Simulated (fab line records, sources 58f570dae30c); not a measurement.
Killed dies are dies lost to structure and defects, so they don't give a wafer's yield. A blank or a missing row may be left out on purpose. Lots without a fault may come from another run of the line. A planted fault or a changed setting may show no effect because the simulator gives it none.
Which tool did it? | flow berkeley_cmos170 | 14 lots, 42 wafers sampled, at 6 steps of a route of 331

WHAT THE GAUGES READ, wafer by wafer
UCB170_NWELL_THK_MEAS_05. Usual: NWELL_NITRIDE_THK 223.4 nm, standard deviation 2.4.
lot  | measured    | on            | NWELL_NITRIDE_THK (nm) | flag
L483 | day 2 14:23 | film_metro-01 | 225.4 224.2 223.9      |
L485 | day 2 20:42 | film_metro-01 | 222.8 224.0 221.1      |
L484 | day 2 20:41 | film_metro-04 | 225.4 225.6 224.6      |
L486 | day 3 06:26 | film_metro-01 | 219.3 220.6 219.8      |
L488 | day 3 10:14 | film_metro-04 | 448.0 446.9 448.2      | OFF
L489 | day 3 22:14 | film_metro-04 | 227.2 229.8 229.4      |
L490 | day 3 22:19 | film_metro-04 | 225.1 223.8 225.9      |
L491 | day 4 07:23 | film_metro-02 | 452.0 449.3 451.3      | OFF
L494 | day 4 22:35 | film_metro-01 | 223.9 222.0 223.1      |
L499 | day 5 15:39 | film_metro-04 | 220.4 221.0 221.8      |
L501 | day 6 04:12 | film_metro-01 | 222.0 221.6 221.0      |
L502 | day 6 11:52 | film_metro-02 | 222.1 225.1 223.6      |
L503 | day 6 11:52 | film_metro-04 | 224.9 224.4 224.8      |
L504 | day 6 20:00 | film_metro-04 | 220.5 217.9 220.2      |

UCB170_PWELL_OVL_MEAS_13. Usual: PWELL_OVL 2 nm, standard deviation 6.1.
lot  | measured    | on         | PWELL_OVL (nm) | flag
L483 | day 3 10:35 | overlay-02 | -3 3 -8        |
L485 | day 3 17:52 | overlay-01 | 10 7 11        |
L484 | day 3 17:58 | overlay-01 | 13 2 6         |
L486 | day 4 09:17 | overlay-01 | 4 5 8          |
L489 | day 4 19:17 | overlay-02 | -7 6 -3        |
L490 | day 4 19:27 | overlay-01 | 4 3 9          |
L494 | day 5 22:37 | overlay-02 | 4 1 -2         |
L499 | day 6 12:08 | overlay-01 | 8 -3 -5        |
L501 | day 7 01:22 | overlay-02 | 10 2 -2        |
L502 | day 7 11:50 | overlay-02 | 3 0 2          |
L503 | day 7 12:03 | overlay-02 | 4 14 14        |
L504 | day 7 19:29 | overlay-01 | 1 7 -1         |

UCB170_SACOX_THK_MEAS_02. Usual: SACOX_OXIDE_THK 14.45 nm, standard deviation 0.28.
lot  | measured     | on            | SACOX_OXIDE_THK (nm) | flag
L483 | day 5 18:44  | film_metro-02 | 14.63 14.31 14.55    |
L485 | day 6 05:25  | film_metro-02 | 14.16 14.15 14.22    |
L484 | day 6 05:25  | film_metro-04 | 14.16 14.19 14.29    |
L486 | day 6 22:35  | film_metro-02 | 14.37 14.18 13.77    |
L489 | day 7 06:44  | film_metro-03 | 14.46 14.49 14.38    |
L490 | day 7 06:45  | film_metro-04 | 14.89 15.13 15.01    |
L494 | day 8 07:36  | film_metro-02 | 14.23 14.13 14.31    |
L499 | day 9 01:19  | film_metro-04 | 14.19 14.37 14.21    |
L501 | day 9 15:44  | film_metro-04 | 14.77 14.96 15.01    |
L502 | day 10 02:47 | film_metro-03 | 14.69 14.77 14.55    |
L503 | day 10 02:46 | film_metro-02 | 14.16 14.16 14.30    |
L504 | day 10 13:56 | film_metro-02 | 14.92 14.79 14.82    |

WHICH TOOL RAN EACH LOT (tool, then ch and the chambers of the sampled wafers, then the start)
lot  | UCB170_ZERO_ETCH_06               | UCB170_NWELL_CVD_04                                       | UCB170_NWELL_ETCH_13
L483 | rie_diel-01 ch 0,2, day 1 23:52   | lpcvd-02 ch 0, day 2 12:28                                | rie_diel-04 ch 0,2,3, day 2 15:20
L485 | rie_diel-01 ch 0,3, day 2 06:44   | lpcvd-02 ch 0, day 2 18:46                                | rie_diel-02 ch 0,1, day 2 22:14
L484 | rie_diel-04 ch 0,1,3, day 2 06:50 | lpcvd-02 ch 0, day 2 18:46                                | rie_diel-03 ch 0,1,2, day 2 21:58
L486 | rie_diel-02 ch 2,3, day 2 15:45   | lpcvd-02 ch 1, day 3 04:29                                | rie_diel-04 ch 0,3, day 3 08:37
L488 | rie_diel-04 ch 0,1,3, day 2 20:19 | lpcvd-02 ch 0, day 3 04:29                                | rie_diel-03 ch 1,2, day 3 11:29
L489 | rie_diel-04 ch 0,1,2, day 3 06:58 | lpcvd-01 ch 0, day 3 19:20                                | rie_diel-02 ch 1,2,3, day 3 23:38
L490 | rie_diel-02 ch 0,2,3, day 3 07:28 | lpcvd-01 ch 1, day 3 19:20                                | rie_diel-03 ch 0,1, day 3 23:57
L491 | rie_diel-01 ch 0,2,3, day 3 13:14 | lpcvd-01 ch 0, day 4 01:17 and lpcvd-02 ch 0, day 4 04:29 | rie_diel-04 ch 1,3, day 4 08:26
L494 | rie_diel-02 ch 2,3, day 4 07:19   | lpcvd-01 ch 1, day 4 19:41                                | rie_diel-03 ch 0,1, day 4 23:49
L499 | rie_diel-01 ch 1,2, day 5 05:09   | lpcvd-02 ch 1, day 5 13:43                                | rie_diel-04 ch 0,1,2, day 5 16:55
L501 | rie_diel-01 ch 1,2, day 5 18:09   | lpcvd-01 ch 0, day 6 01:18                                | rie_diel-03 ch 0,1,2, day 6 05:44
L502 | rie_diel-02 ch 2,3, day 5 22:52   | lpcvd-02 ch 0, day 6 09:55                                | rie_diel-03 ch 0,2,3, day 6 13:30
L503 | rie_diel-04 ch 1,2, day 5 23:09   | lpcvd-02 ch 0, day 6 09:55                                | rie_diel-02 ch 0,1,2, day 6 13:14
L504 | rie_diel-02 ch 0,3, day 6 08:28   | lpcvd-02 ch 1, day 6 18:04                                | rie_diel-02 ch 0,2,3, day 6 21:23
- UCB170_ZERO_ETCH_06: etches SiO2 in CHF3/CF4/Ar, time 12 s.
- UCB170_NWELL_CVD_04: deposits Si3N4 from SiH2Cl2/NH3, target thk 224 nm, time 3360 s.
- UCB170_NWELL_ETCH_13: etches Si3N4 in CH3F/Ar/O2, stops on SiO2, target depth 246.4 nm, time 154 s.

WHAT THE TOOLS THEMSELVES READ (means of the sampled wafers that have a number; where no wafer has one, the mark that the record gives instead)
UCB170_ZERO_ETCH_06. Usual: drypump_motor_current_A 5.94 A, standard deviation 0.26; oes_product_au 0.616 a.u., standard deviation 0.0091; throttle_valve_pct 9.26 %, standard deviation 0.14.
lot  | tool        | drypump_motor_current_A (A) | oes_product_au (a.u.) | throttle_valve_pct (%) | flag
L483 | rie_diel-01 | 5.70                        | 0.606                 | 9.34                   |
L485 | rie_diel-01 | 5.78                        | 0.626                 | 9.32                   |
L484 | rie_diel-04 | 5.85                        | 0.610                 | 9.22                   |
L486 | rie_diel-02 | 5.99                        | 0.615                 | 9.38                   |
L488 | rie_diel-04 | 5.86                        | 0.610                 | 9.23                   |
L489 | rie_diel-04 | 6.05                        | 0.618                 | 9.31                   |
L490 | rie_diel-02 | 5.91                        | 0.614                 | 9.22                   |
L491 | rie_diel-01 | 5.83                        | 0.617                 | 9.25                   |
L494 | rie_diel-02 | 5.98                        | 0.618                 | 9.38                   |
L499 | rie_diel-01 | 6.23                        | 0.619                 | 9.23                   |
L501 | rie_diel-01 | 6.12                        | 0.610                 | 9.15                   |
L502 | rie_diel-02 | 5.97                        | 0.618                 | 9.38                   |
L503 | rie_diel-04 | 6.00                        | 0.617                 | 9.38                   |
L504 | rie_diel-02 | 5.91                        | 0.616                 | 9.12                   |

UCB170_NWELL_CVD_04. Usual: zone_power_source_pct 19.1 %, standard deviation 1.6.
lot  | tool              | zone_power_source_pct (%) | flag
L483 | lpcvd-02          | 17.4                      |
L485 | lpcvd-02          | 17.5                      |
L484 | lpcvd-02          | 17.6                      |
L486 | lpcvd-02          | 17.7                      |
L488 | lpcvd-02          | 17.4                      |
L489 | lpcvd-01          | 21.3                      |
L490 | lpcvd-01          | 20.9                      |
L491 | lpcvd-01/lpcvd-02 | 19.5                      |
L494 | lpcvd-01          | 20.8                      |
L499 | lpcvd-02          | 18.0                      |
L501 | lpcvd-01          | 21.4                      |
L502 | lpcvd-02          | 17.4                      |
L503 | lpcvd-02          | 17.5                      |
L504 | lpcvd-02          | 18.0                      |

UCB170_NWELL_ETCH_13. Usual: drypump_motor_current_A 5.6 A, standard deviation 0.42; oes_product_au 0.942 a.u., standard deviation 0.015; throttle_valve_pct 8.06 %, standard deviation 0.15.
lot  | tool        | drypump_motor_current_A (A) | oes_product_au (a.u.) | throttle_valve_pct (%) | flag
L483 | rie_diel-04 | 5.8                         | 0.933                 | 8.14                   |
L485 | rie_diel-02 | 5.7                         | 0.943                 | 7.90                   |
L484 | rie_diel-03 | 5.2                         | 0.957                 | 8.07                   |
L486 | rie_diel-04 | 5.9                         | 0.922                 | 8.07                   |
L488 | rie_diel-03 | 5.4                         | 1.020                 | 8.09                   | OFF
L489 | rie_diel-02 | 5.9                         | 0.957                 | 8.10                   |
L490 | rie_diel-03 | 5.3                         | 0.951                 | 7.97                   |
L491 | rie_diel-04 | 5.8                         | 0.993                 | 8.04                   | OFF
L494 | rie_diel-03 | 5.0                         | 0.954                 | 7.96                   |
L499 | rie_diel-04 | 6.0                         | 0.925                 | 8.12                   |
L501 | rie_diel-03 | 5.2                         | 0.949                 | 8.09                   |
L502 | rie_diel-03 | 5.3                         | 0.949                 | 8.05                   |
L503 | rie_diel-02 | 5.8                         | 0.945                 | 8.06                   |
L504 | rie_diel-02 | 5.9                         | 0.930                 | 8.04                   |

THE ANSWER, worked out from the rows above alone
Rule: a lot is off if the mean of its wafers that have a number lies more than 3 standard deviations from the usual mean. A lot without any number at a reading at which 4 lots or more have one is off too. The other lots that the step has rows for count as sound. The gauges are gone through in route order, then the tools' own readings, and for those a lot's mean is taken as printed above. The first step at which some lot is off is used, and at that step the reading that is off furthest; a lot without a number counts as furthest.
Off: L488, L491, at UCB170_NWELL_THK_MEAS_05 (NWELL_NITRIDE_THK).
A tool fits if, at a process step before that reading, it ran every lot that is off, and no sound lot after the first of them. The gauges at UCB170_NWELL_THK_MEAS_05 aren't tried: what is off there is off at UCB170_NWELL_ETCH_13 too, on other tools, and a gauge's error can't cause that. None of those tried fits.

WHAT THE SIMULATOR HAD PUT IN
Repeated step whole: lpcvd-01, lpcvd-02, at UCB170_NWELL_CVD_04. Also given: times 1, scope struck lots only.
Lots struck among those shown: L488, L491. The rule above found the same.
